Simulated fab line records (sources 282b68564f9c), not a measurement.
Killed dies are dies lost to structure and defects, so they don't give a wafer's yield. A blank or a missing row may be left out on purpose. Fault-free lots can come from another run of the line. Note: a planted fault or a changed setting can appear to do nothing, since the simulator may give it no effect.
A lot that was struck, set against a sound lot + flow ritCmos + 14 steps out of a route of 202
Sound: wafers L253.1, L253.3, L253.5. Struck: wafer L262.1 (L262.3, L262.6, from the same lot, were not struck and are left out); the cause is given at the end.
Order at every step that has rows: each side's tool, ch and its chambers, its first start. Under that, the readings that differ: sound wafers + struck wafers + difference of the means + sigmas: that difference in standard deviations of wafers without a fault.
alike: readings whose means differ by less than 2 such deviations, and words and numbers that are the same on both sides. not compared: withheld readings, readings that some wafer has no value for, bounds like >300 that may hide the same value, and numbers for which the record gives no deviation and whose values overlap.
Wherever a step has rows on one side only, a row that says differs or no value, or a row with sigmas, the two part there. Numbers that have no deviation but don't overlap get no sigmas and don't part them. A reading missing from all wafers of one side parts the sides only when that side holds two or more wafers.

first, 1 step without rows for these wafers: RIT_ACTIVE_OXIDATION_01 (target thk 46.8 nm, ox time 3360 s).
RIT_ACTIVE_THK_MEAS_02:
  sound on filmMetro-03 at day 3 19:03; struck on filmMetro-02 at day 5 16:23
  alike: ACTIVE_OXIDE_THK
then, 1 step without rows for these wafers: RIT_ACTIVE_CVD_03 (deposits Si3N4 from SiH2Cl2/NH3, target thk 150 nm, time 1500 s).
RIT_ACTIVE_THK_MEAS_04:
  sound on filmMetro-02 at day 3 20:32; struck on filmMetro-03 at day 5 17:52
  alike: ACTIVE_NITRIDE_THK
then, 6 steps without rows for these wafers: RIT_ACTIVE_HMDS_05 (prime time 60 s); RIT_ACTIVE_COAT_06 (resist thk 1000 nm); RIT_ACTIVE_SOFTBAKE_07 (time 60 s); RIT_ACTIVE_EXPOSE_08 (exposes mask M1, target cd 1400 nm); RIT_ACTIVE_PEB_09; RIT_ACTIVE_DEVELOP_10 (develop time 50 s).
RIT_ACTIVE_CD_MEAS_11: the cd target is 1400 nm.
  sound on cdSem-02 at day 3 21:34; struck on cdSem-02 at day 5 18:52
  alike: cdNm
then, 1 step without rows for these wafers: RIT_ACTIVE_HARDBAKE_12 (time 60 s).
RIT_ACTIVE_ETCH_13: etches Si3N4 in SF6, stops on SiO2, time 210 s, target depth 210 nm.
  sound on rieDiel-01 ch 1,2, day 3 21:50; struck on rieDiel-02 ch 2, day 5 19:13
| reading                                      | sound             | struck | difference | sigmas      |
|----------------------------------------------|-------------------|--------|------------|-------------|
| rfFwdPowerW (W)                              | 124.9 124.4 124.3 | 174.8  | +50.3      | +99 or more |
| model.NOVOLAK_of_ACTIVE_COAT_06.thkNm (nm)   | 654.9 658 660.8   | 563.3  | -94.6      |             |
| model.SiO2_of_ACTIVE_OXIDATION_01.thkNm (nm) | 46.43 46.75 46.63 | 0      | -47        |             |
| model.ACTIVE.featureDepthNm (nm)             | 150.7 150.7 150.9 | 196.5  | +45.7      |             |
  alike: drypumpMotorCurrentA, oesProductAu, throttleValvePct
  not compared: rfHoursCounterH
RIT_ACTIVE_STRIP_14: strips in O2, time 180 s.
  sound on plasmaAsher-01 ch 0,1, day 3 21:58; struck on plasmaAsher-04 ch 0, day 5 19:22
  alike: drypumpMotorCurrentA, rfReflPowerW
  not compared: rfHoursCounterH

== WHERE THEY PART ==
Only at RIT_ACTIVE_ETCH_13, within this record. Later steps at which nothing parts them and some readings are alike: RIT_ACTIVE_STRIP_14.

WHY: what had been put in by the simulator
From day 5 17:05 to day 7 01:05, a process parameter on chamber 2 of rieDiel-02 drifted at RIT_ACTIVE_ETCH_13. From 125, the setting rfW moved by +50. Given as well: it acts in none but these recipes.
